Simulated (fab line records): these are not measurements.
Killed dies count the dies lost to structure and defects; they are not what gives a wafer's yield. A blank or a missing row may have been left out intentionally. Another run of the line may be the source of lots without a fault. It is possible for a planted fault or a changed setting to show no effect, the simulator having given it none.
Which tool was responsible? / flow rit_cmos / 45 wafers from 15 lots sampled at 3 of the route's 202 steps

WHAT EACH GAUGE READ, for each wafer
RIT_PLDD_TW_MEAS_10.
lot=L325; measured=day 3 02:04; on=film_metro-03; PLDD_TW=2335 2341 2354
lot=L326; measured=day 3 07:18; on=film_metro-02; PLDD_TW=2368 2367 2362
lot=L327; measured=day 3 09:17; on=film_metro-02; PLDD_TW=2360 2362 2362
lot=L328; measured=day 3 17:01; on=film_metro-02; PLDD_TW=2361 2370 2371
lot=L331; measured=day 4 04:07; on=film_metro-03; PLDD_TW=2352 2341 2332
lot=L332; measured=day 4 12:24; on=film_metro-02; PLDD_TW=2374 2366 2383
lot=L333; measured=day 4 13:59; on=film_metro-01; PLDD_TW=2309 2307 2318
lot=L334; measured=day 4 21:38; on=film_metro-03; PLDD_TW=2338 2330 2333
lot=L337; measured=day 5 09:17; on=film_metro-01; PLDD_TW=2323 2331 2319
lot=L338; measured=day 5 17:55; on=film_metro-01; PLDD_TW=2290 2293 2284
lot=L339; measured=day 5 23:57; on=film_metro-01; PLDD_TW=2276 2289 2297
lot=L340; measured=day 6 08:32; on=film_metro-03; PLDD_TW=2312 2308 2302
lot=L344; measured=day 7 13:41; on=film_metro-02; PLDD_TW=2351 2368 2353
lot=L347; measured=day 7 20:04; on=film_metro-02; PLDD_TW=2349 2362 2370
lot=L348; measured=day 8 06:05; on=film_metro-02; PLDD_TW=2388 2382 2379

RIT_SDANNEAL_RS_MEAS_06: a four-point-probe measurement.
lot=L325; measured=day 3 08:18; on=film_metro-03; PLDD_RS (ohm/sq)=178.3 178.9 178.3
lot=L326; measured=day 3 14:56; on=film_metro-03; PLDD_RS (ohm/sq)=177.6 177.6 178.1
lot=L327; measured=day 3 18:28; on=film_metro-01; PLDD_RS (ohm/sq)=177.9 177.9 178.3
lot=L328; measured=day 4 01:06; on=film_metro-03; PLDD_RS (ohm/sq)=178.4 178.5 178.7
lot=L331; measured=day 4 10:47; on=film_metro-03; PLDD_RS (ohm/sq)=177.0 177.5 177.4
lot=L332; measured=day 4 19:35; on=film_metro-01; PLDD_RS (ohm/sq)=177.5 178.2 177.9
lot=L333; measured=day 4 20:22; on=film_metro-02; PLDD_RS (ohm/sq)=179.2 178.5 178.7
lot=L334; measured=day 5 03:59; on=film_metro-03; PLDD_RS (ohm/sq)=178.0 178.1 177.8
lot=L337; measured=day 5 15:57; on=film_metro-02; PLDD_RS (ohm/sq)=178.0 177.8 178.2
lot=L338; measured=day 6 00:10; on=film_metro-03; PLDD_RS (ohm/sq)=180.9 181.0 181.3
lot=L339; measured=day 6 06:21; on=film_metro-03; PLDD_RS (ohm/sq)=181.3 181.5 181.3
lot=L340; measured=day 6 14:51; on=film_metro-01; PLDD_RS (ohm/sq)=181.9 182.0 182.1
lot=L344; measured=day 7 20:01; on=film_metro-01; PLDD_RS (ohm/sq)=177.6 177.3 178.0
lot=L347; measured=day 8 03:49; on=film_metro-01; PLDD_RS (ohm/sq)=178.9 178.3 178.9
lot=L348; measured=day 8 12:17; on=film_metro-02; PLDD_RS (ohm/sq)=177.6 177.3 177.9

EACH LOT AND THE TOOL THAT RAN IT (in order: tool; ch and the chambers of the sampled wafers; start)
lot=L325; RIT_PLDD_IMPLANT_08=implanter-04 ch 0, day 3 01:45
lot=L326; RIT_PLDD_IMPLANT_08=implanter-02 ch 0, day 3 06:59
lot=L327; RIT_PLDD_IMPLANT_08=implanter-04 ch 0, day 3 08:59
lot=L328; RIT_PLDD_IMPLANT_08=implanter-02 ch 0, day 3 16:43
lot=L331; RIT_PLDD_IMPLANT_08=implanter-03 ch 0, day 4 03:47
lot=L332; RIT_PLDD_IMPLANT_08=implanter-03 ch 0, day 4 12:05
lot=L333; RIT_PLDD_IMPLANT_08=implanter-04 ch 0, day 4 13:41
lot=L334; RIT_PLDD_IMPLANT_08=implanter-03 ch 0, day 4 21:19
lot=L337; RIT_PLDD_IMPLANT_08=implanter-02 ch 0, day 5 08:58
lot=L338; RIT_PLDD_IMPLANT_08=implanter-02 ch 0, day 5 17:35
lot=L339; RIT_PLDD_IMPLANT_08=implanter-02 ch 0, day 5 23:38
lot=L340; RIT_PLDD_IMPLANT_08=implanter-02 ch 0, day 6 08:14
lot=L344; RIT_PLDD_IMPLANT_08=implanter-03 ch 0, day 7 13:21
lot=L347; RIT_PLDD_IMPLANT_08=implanter-04 ch 0, day 7 19:45
lot=L348; RIT_PLDD_IMPLANT_08=implanter-03 ch 0, day 8 05:46
- RIT_PLDD_IMPLANT_08

AS READ BY THE TOOLS THEMSELVES (means over the sampled wafers that have a number; for cases with no such wafer, the mark the record gives instead)
RIT_PLDD_IMPLANT_08.
lot=L325 tool=implanter-04 beam_energy_keV=19.995
lot=L326 tool=implanter-02 beam_energy_keV=20.010
lot=L327 tool=implanter-04 beam_energy_keV=20.002
lot=L328 tool=implanter-02 beam_energy_keV=19.999
lot=L331 tool=implanter-03 beam_energy_keV=20.000
lot=L332 tool=implanter-03 beam_energy_keV=19.990
lot=L333 tool=implanter-04 beam_energy_keV=19.998
lot=L334 tool=implanter-03 beam_energy_keV=20.001
lot=L337 tool=implanter-02 beam_energy_keV=20.003
lot=L338 tool=implanter-02 beam_energy_keV=18.800
lot=L339 tool=implanter-02 beam_energy_keV=18.798
lot=L340 tool=implanter-02 beam_energy_keV=18.789
lot=L344 tool=implanter-03 beam_energy_keV=19.994
lot=L347 tool=implanter-04 beam_energy_keV=20.005
lot=L348 tool=implanter-03 beam_energy_keV=19.996

THE ANSWER, worked out from the rows above alone
Rule: what is usual is taken from the lots themselves. Put in order of their means at a reading, lots are off if they are a third of the lots or fewer, leave a main group of 4 or more, and stand apart from it by a gap of 3 or more times the standard deviation of the main group's means; of several such gaps the widest counts. A main group is skipped when, at the precision printed for the reading in the tables above, its means are all equal. A lot without any number at a reading at which 4 lots or more have one is off too. Any other lot the step has rows for is counted as sound. First the gauges in route order, then the tools' own readings, where a lot's mean is used as printed above. The first step at which some lot is off is used, and at that step the reading that is off furthest; a lot without a number counts as furthest.
Off: L338, L339, L340, seen at RIT_SDANNEAL_RS_MEAS_06 (PLDD_RS). Main group: mean 178.1 ohm/sq, sd 0.45.
If a tool, at a process step before that reading, ran all the lots that are off and no sound lot after the first of them, it fits. The gauges at RIT_SDANNEAL_RS_MEAS_06 aren't tried: what is off there is off at RIT_PLDD_IMPLANT_08 too, on other tools, and a gauge's error can't cause that. One fits: implanter-02 at RIT_PLDD_IMPLANT_08. Its last sound lot is L337 (day 5 08:58), its first lot that is off L338 (day 5 17:35): a fault that began between those two fits.
The tool's own readings at RIT_PLDD_IMPLANT_08 bear it out: on the lots that are off they differ by more than 5 times the standard deviation of the sound lots' means. beam_energy_keV reads 18.796 there against 19.999 on the sound lots.

WHAT THE SIMULATOR PUT IN
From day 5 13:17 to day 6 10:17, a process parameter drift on implanter-02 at RIT_PLDD_IMPLANT_08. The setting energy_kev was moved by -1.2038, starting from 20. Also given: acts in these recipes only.
Struck lots among those shown: L338, L339, L340. Same finding as the rule above.
